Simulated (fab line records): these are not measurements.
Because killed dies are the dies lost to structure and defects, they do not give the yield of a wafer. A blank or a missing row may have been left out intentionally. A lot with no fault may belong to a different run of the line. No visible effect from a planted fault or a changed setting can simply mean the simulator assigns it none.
fab line records | flow berkeley-cmos170 | part 2 of 2: steps 34 to 45 of 45
[record] lots = 5 | wafers = 15 | last-day = 12
route steps=331 shown NLDD@158 SPACER@171 PSD@175 NSD@187 BACKSIDE@199
lots that met no fault: taken from a fault-free run of the same line
start-h: the number of hours between the record's first day and the start of the first shown wafer of the lot | wait-h: hours since the lot's step before | " repeats the value in the row above | L1.1+2: one row covering several wafers at once | - value missing, or start not given | * or withheld: withheld | < > ~ a bound
route shown NAME@n: a module of which the file shows steps, and the number in the route of the first | usual: average and standard deviation across the fault-free wafers | same: alike in all rows | chamber/n: place in a boat | sites: readings site by site | _std_site: standard deviation across them | _edge_site: mean of outer sites minus mean of inner sites | radius-mm: for every site, how far away it sits from the centre of the wafer | mask NAME#n: copy n | behind: the last tool/chamber to shape the wafer | hold: cause of the lot's hold/its duration in hours/its outcome | device: names the non-switching transistor (n, p or np) | end of line: the tests these same wafers got at the end of their route | for a step that has no rows: nothing shown but its recipe | killed: at the first sort, the dies lost to defects and structure; wafer yield is something else | map: a wafer's dies, marking killed ones x, the rest . and places with no die _
set.NAME: the setting that was run; set.NAME@STEP: the one run at that earlier step | model.NAME: the simulator's own value behind a step, which no gauge read
lots seen at some steps along the route; tables by step, rows by wafer
services: the hour from which a tool's chamber was out of use, counted from the record's first day as start-h (under 0 if before that day), plus the number of hours and why
[[steps]]
[step UCB170_NSD_PEB_04]
[recipe] peb-temp-c = 130 | peb-time-s = withheld | resist = KrF
lot.wafer  | tool           | chamber | start-h | wait-h
L077.3+5+6 | litho-track-04 | 0       | 152.83  | 0.1
L076.1+3+4 | litho-track-01 | 0       | 153.02  | 0.1
L087.2+4+5 | litho-track-01 | 0       | 208.47  | 0.6
L086.2+4+6 | litho-track-04 | 0       | 208.65  | 0.6
L096.1+5+6 | litho-track-04 | 0       | 253.48  | 0.2
[step UCB170_NSD_DEVELOP_05]
[recipe] developer = TMAH | develop-time-s = 45 | resist = KrF | dev-temp-c = 21
lot.wafer  | tool           | chamber | start-h | wait-h
L077.3+5+6 | litho-track-04 | 0       | -       | -
L076.1+3+4 | litho-track-01 | 0       | -       | -
L087.2+4+5 | litho-track-01 | 0       | -       | -
L086.2+4+6 | litho-track-04 | 0       | -       | -
L096.1+5+6 | litho-track-04 | 0       | -       | -
[step UCB170_NSD_CD_MEAS_06]
[recipe] target-cd-nm = 1200
[usual] cd-nm = 1199.5/1.5
lot.wafer | tool      | chamber | start-h | wait-h | cd-nm
L077.3    | cd-sem-01 | -       | 153.09  | -      | 1200.0
L077.5    | "         | -       | "       | "      | 1200.0
L077.6    | "         | -       | "       | "      | 1200.1
L076.1    | cd-sem-02 | -       | 153.30  | -      | 1197.6
L076.3    | "         | -       | "       | "      | 1198.1
L076.4    | "         | -       | "       | "      | 1198.5
L087.2    | cd-sem-02 | -       | 208.74  | -      | 1201.0
L087.4    | "         | -       | "       | "      | 1201.7
L087.5    | "         | -       | "       | "      | 1203.6
L086.2    | cd-sem-01 | -       | 208.92  | -      | 1198.0
L086.4    | "         | -       | "       | "      | 1197.2
L086.6    | "         | -       | "       | "      | 1197.0
L096.1    | cd-sem-02 | -       | 253.76  | -      | 1201.4
L096.5    | "         | -       | "       | "      | 1202.4
L096.6    | "         | -       | "       | "      | 1202.4
[step UCB170_NSD_OVL_MEAS_07]
[usual] NSD_OVL = 5/5.6
lot.wafer | tool       | chamber | start-h | wait-h | NSD_OVL[nm]
L077.3    | overlay-01 | -       | 153.19  | 0.1    | 8
L077.5    | "          | -       | "       | "      | 4
L077.6    | "          | -       | "       | "      | 11
L076.1    | overlay-02 | -       | 153.42  | 0.1    | 6
L076.3    | "          | -       | "       | "      | 9
L076.4    | "          | -       | "       | "      | 0
L087.2    | overlay-02 | -       | 208.85  | 0.1    | 7
L087.4    | "          | -       | "       | "      | 13
L087.5    | "          | -       | "       | "      | 0
L086.2    | overlay-02 | -       | 209.02  | 0.1    | 1
L086.4    | "          | -       | "       | "      | 4
L086.6    | "          | -       | "       | "      | -1
L096.1    | overlay-02 | -       | 253.88  | 0.1    | -3
L096.5    | "          | -       | "       | "      | 4
L096.6    | "          | -       | "       | "      | -8
[step UCB170_NSD_IMPLANT_08]
[recipe] species = P | dose-cm2 = 3e+15 | energy-kev = 40 | tilt-deg = 7
lot.wafer  | tool         | chamber | start-h | wait-h
L077.3+5+6 | implanter-02 | 0       | 153.26  | 0.1
L076.1+3+4 | implanter-01 | 0       | 153.45  | 0.0
L087.2+4+5 | implanter-03 | 0       | 208.90  | 0.0
L086.2+4+6 | implanter-02 | 0       | 209.08  | 0.0
L096.1+5+6 | implanter-02 | 0       | 253.91  | 0.0
[step UCB170_NSD_STRIP_09]
[recipe] chemistry = O2 | power-w = 400 | pressure-mtorr = 3500 | platen-temp-c = withheld | o2-flow-sccm = 400 | overash-fraction = 0.5
[usual] drypump-motor-current-A = 5.4/0.45 | oes-product-au = 0.534/0.005 | strip-time-to-endpoint-s = 35.80/0.07
lot.wafer | tool            | chamber | start-h | wait-h | drypump-motor-current-A | oes-product-au | rf-hours-counter-h | strip-time-to-endpoint-s
L077.3    | plasma-asher-04 | 1       | 153.39  | 0.1    | 5.8                     | 0.538          | -                  | 35.87
L077.5    | "               | 1       | "       | "      | 5.8                     | 0.544          | -                  | 35.80
L077.6    | "               | 0       | "       | "      | 5.7                     | 0.536          | -                  | 35.82
L076.1    | plasma-asher-03 | 1       | 153.60  | 0.1    | 4.8                     | 0.542          | 43                 | 35.68
L076.3    | "               | 1       | "       | "      | 4.8                     | 0.542          | -                  | 35.74
L076.4    | "               | 0       | "       | "      | 5.1                     | 0.533          | -                  | 35.71
L087.2    | plasma-asher-04 | 1       | 209.03  | 0.1    | 5.8                     | 0.536          | 41                 | 35.87
L087.4    | "               | 1       | "       | "      | 5.8                     | 0.527          | -                  | 35.79
L087.5    | "               | 0       | "       | "      | 5.6                     | 0.533          | -                  | 35.76
L086.2    | plasma-asher-03 | 0       | 209.20  | 0.1    | 5.1                     | 0.537          | 49                 | 35.74
L086.4    | "               | 1       | "       | "      | 4.8                     | 0.542          | -                  | 35.83
L086.6    | "               | 1       | "       | "      | 4.8                     | 0.532          | -                  | 35.73
L096.1    | plasma-asher-04 | 1       | 254.06  | 0.1    | 5.8                     | 0.545          | 47                 | 35.74
L096.5    | "               | 0       | "       | "      | 5.7                     | 0.530          | -                  | 35.82
L096.6    | "               | 1       | "       | "      | 5.8                     | 0.530          | -                  | 35.83
[step UCB170_NSD_TW_MEAS_10]
[usual] NSD_TW = 4180/31
lot.wafer | tool          | chamber | start-h | wait-h | NSD_TW
L077.3    | film-metro-03 | -       | 153.48  | 0.1    | 4202
L077.5    | "             | -       | "       | "      | 4186
L077.6    | "             | -       | "       | "      | 4190
L076.1    | film-metro-01 | -       | 153.70  | 0.1    | 4155
L076.3    | "             | -       | "       | "      | 4187
L076.4    | "             | -       | "       | "      | 4157
L087.2    | film-metro-03 | -       | 209.14  | 0.1    | 4181
L087.4    | "             | -       | "       | "      | 4175
L087.5    | "             | -       | "       | "      | 4163
L086.2    | film-metro-01 | -       | 209.31  | 0.1    | 4197
L086.4    | "             | -       | "       | "      | 4181
L086.6    | "             | -       | "       | "      | 4180
L096.1    | film-metro-01 | -       | 254.16  | 0.1    | 4146
L096.5    | "             | -       | "       | "      | 4150
L096.6    | "             | -       | "       | "      | 4154
[step UCB170_NSD_CLEAN_11]
[recipe] chemistry = SPM | temp-c = 120 | time-s = 600
lot.wafer  | tool         | chamber | start-h | wait-h
L076.1+3+4 | wet-bench-01 | 1       | 155.67  | 2.0
L077.3+5+6 | wet-bench-01 | 0       | 155.67  | 2.2
L087.2+4+5 | wet-bench-02 | 3       | 209.19  | 0.0
L086.2+4+6 | wet-bench-02 | 1       | 209.54  | 0.2
L096.1+5+6 | wet-bench-04 | 1       | 254.22  | 0.1
[step UCB170_BACKSIDE_HMDS_00]
[recipe] prime-time-s = 60 | prime-temp-c = 100
[usual] prime-temp-c = 99.99/0.13
lot.wafer | tool           | chamber | start-h | wait-h | prime-temp-c
L076.1    | litho-track-04 | 0       | 155.97  | 0.1    | 100.22
L076.3    | "              | 0       | "       | "      | 100.01
L076.4    | "              | 0       | "       | "      | 100.23
L077.3    | litho-track-01 | 0       | 156.37  | 0.5    | 99.93
L077.5    | "              | 0       | "       | "      | 99.99
L077.6    | "              | 0       | "       | "      | 99.87
L087.2    | litho-track-04 | 0       | 209.39  | 0.0    | 99.88
L087.4    | "              | 0       | "       | "      | 100.04
L087.5    | "              | 0       | "       | "      | 99.97
L086.2    | litho-track-01 | 0       | 209.74  | 0.0    | 99.94
L086.4    | "              | 0       | "       | "      | 99.84
L086.6    | "              | 0       | "       | "      | 99.81
L096.1    | litho-track-04 | 0       | 254.40  | 0.0    | 99.94
L096.5    | "              | 0       | "       | "      | 100.11
L096.6    | "              | 0       | "       | "      | 100.21
[step UCB170_BACKSIDE_COAT_01]
[recipe] resist = KrF | spin-rpm = 1500 | resist-thk-nm = 900
lot.wafer  | tool           | chamber | start-h | wait-h
L076.1+3+4 | litho-track-04 | 0       | 156.12  | 0.1
L077.3+5+6 | litho-track-01 | 0       | 156.52  | 0.1
L087.2+4+5 | litho-track-04 | 0       | 209.54  | 0.1
L086.2+4+6 | litho-track-01 | 0       | 209.89  | 0.1
L096.1+5+6 | litho-track-04 | 0       | 254.55  | 0.1
[step UCB170_BACKSIDE_SOFTBAKE_02]
[recipe] resist = KrF | temp-c = 130 | time-s = 60
lot.wafer  | tool           | chamber | start-h | wait-h
L076.1+3+4 | litho-track-04 | 0       | 156.27  | 0.1
L077.3+5+6 | litho-track-01 | 0       | 156.67  | 0.1
L087.2+4+5 | litho-track-04 | 0       | 209.69  | 0.1
L086.2+4+6 | litho-track-01 | 0       | 210.04  | 0.1
L096.1+5+6 | litho-track-04 | 0       | 254.70  | 0.1
[step UCB170_BACKSIDE_STRIP_03]
[recipe] chemistry = O2 | power-w = 400 | pressure-mtorr = 3500 | platen-temp-c = withheld | o2-flow-sccm = 400 | overash-fraction = 0.5
[usual] drypump-motor-current-A = 5.6/0.42 | oes-product-au = 0.734/0.0048 | strip-time-to-endpoint-s = 21.97/0.054
lot.wafer | tool            | chamber | start-h | wait-h | drypump-motor-current-A | oes-product-au | rf-hours-counter-h | strip-time-to-endpoint-s
L076.1    | plasma-asher-01 | 0       | 156.42  | 0.1    | 5.9                     | 0.740          | 5                  | 21.99
L076.3    | "               | 0       | "       | "      | 5.9                     | 0.736          | -                  | 22.00
L076.4    | "               | 1       | "       | "      | 6.0                     | 0.742          | -                  | 21.95
L077.3    | plasma-asher-03 | 1       | 156.81  | 0.1    | 4.8                     | 0.733          | -                  | 21.91
L077.5    | "               | 0       | "       | "      | 5.1                     | 0.737          | -                  | 21.91
L077.6    | "               | 1       | "       | "      | 4.8                     | 0.739          | -                  | 21.88
L087.2    | plasma-asher-04 | 1       | 209.81  | 0.1    | 5.8                     | 0.734          | 41                 | 21.99
L087.4    | "               | 0       | "       | "      | 5.6                     | 0.742          | -                  | 22.05
L087.5    | "               | 1       | "       | "      | 5.8                     | 0.737          | -                  | 21.98
L086.2    | plasma-asher-01 | 1       | 210.16  | 0.1    | 6.0                     | 0.737          | 11                 | 21.94
L086.4    | "               | 1       | "       | "      | 6.0                     | 0.731          | -                  | 21.92
L086.6    | "               | 1       | "       | "      | 6.0                     | 0.743          | -                  | 21.83
L096.1    | plasma-asher-04 | 1       | 254.85  | 0.1    | 5.8                     | 0.742          | 47                 | 21.95
L096.5    | "               | 0       | "       | "      | 5.6                     | 0.723          | -                  | 22.00
L096.6    | "               | 1       | "       | "      | 5.8                     | 0.733          | -                  | 21.92
[[services]]
tool            | chamber | start-h | hours | kind
furnace-01      | -       | 122.03  | 4.2   | pm
krf-scanner-01  | -       | 123.61  | 1.3   | pm
pecvd-01        | 2       | 128.19  | 22.8  | repair
plasma-asher-03 | -       | 137.25  | 7.3   | repair
plasma-asher-03 | -       | 143.63  | 2.7   | repair
implanter-04    | -       | 143.81  | 3.7   | pm
wet-bench-01    | -       | 148.45  | 3.7   | repair
pecvd-02        | -       | 154.03  | 0.5   | repair
krf-scanner-01  | -       | 156.23  | 3.6   | pm
implanter-01    | -       | 159.16  | 1.8   | repair
rie-diel-01     | 0       | 176.66  | 2.3   | repair
krf-scanner-01  | -       | 179.89  | 1.0   | pm
rie-diel-01     | 0       | 181.02  | 4.1   | repair
plasma-asher-01 | -       | 181.24  | 4.2   | repair
krf-scanner-02  | -       | 186.48  | 1.3   | pm
plasma-asher-03 | -       | 193.10  | 0.9   | repair
plasma-asher-01 | -       | 214.13  | 1.8   | repair
furnace-04      | -       | 227.12  | 1.8   | repair
implanter-01    | -       | 237.15  | 1.4   | repair
pecvd-02        | -       | 242.50  | 14.0  | pm
furnace-04      | -       | 244.62  | 7.4   | repair
implanter-01    | -       | 244.70  | 18.1  | pm
pecvd-02        | -       | 250.89  | 5.0   | repair
furnace-02      | -       | 251.46  | 2.8   | pm
